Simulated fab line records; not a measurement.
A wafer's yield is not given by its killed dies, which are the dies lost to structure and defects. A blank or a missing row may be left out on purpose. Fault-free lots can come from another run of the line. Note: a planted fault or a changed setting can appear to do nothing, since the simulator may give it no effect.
The tool behind it: which one?    flow ritCmos    at 1 step of a route of 202, 10 lots with 30 wafers sampled

WHAT THE GAUGES SHOWED, per wafer
RIT_ACTIVE_THK_MEAS_04.
lot   measured     on            ACTIVE_NITRIDE_THK (nm)
L223  day 1 15:45  filmMetro-03  151.8 151.4 150.1
L224  day 1 18:46  filmMetro-01  151.2 150.5 149.8
L225  day 2 00:16  filmMetro-03  149.5 149.8 149.8
L226  day 2 04:32  filmMetro-03  150.4 150.7 151.5
L227  day 2 09:32  filmMetro-01  148.7 148.8 149.3
L229  day 2 19:32  filmMetro-04  148.8 148.5 150.6
L231  day 3 06:10  filmMetro-03  147.0 147.0 146.6
L233  day 3 15:35  filmMetro-04  150.4 150.8 151.9
L245  day 6 03:54  filmMetro-03  151.1 149.4 150.3
L246  day 6 08:32  filmMetro-01  149.6 148.8 150.4

WHAT TOOL EACH LOT RAN ON (gives the tool, then ch and the chambers of the sampled wafers, and finally the start)
No process step before these readings appears in the record.

THE ANSWER, worked out from the rows above alone
Rule: the lots themselves supply what counts as usual. Put in order of their means at a reading, lots are off if they are a third of the lots or fewer, leave a main group of 4 or more, and stand apart from it by a gap of 3 or more times the standard deviation of the main group's means; of several such gaps the widest counts. If all means in a main group match to the digits the tables above print for the reading, that group is not used. Also off: a lot with no number at a reading for which 4 or more lots have one. Where the step has rows for the other lots, those lots are counted as sound.
No lot is off at any reading shown: from this, nothing can be told.

WHAT THE SIMULATOR HAD PUT IN
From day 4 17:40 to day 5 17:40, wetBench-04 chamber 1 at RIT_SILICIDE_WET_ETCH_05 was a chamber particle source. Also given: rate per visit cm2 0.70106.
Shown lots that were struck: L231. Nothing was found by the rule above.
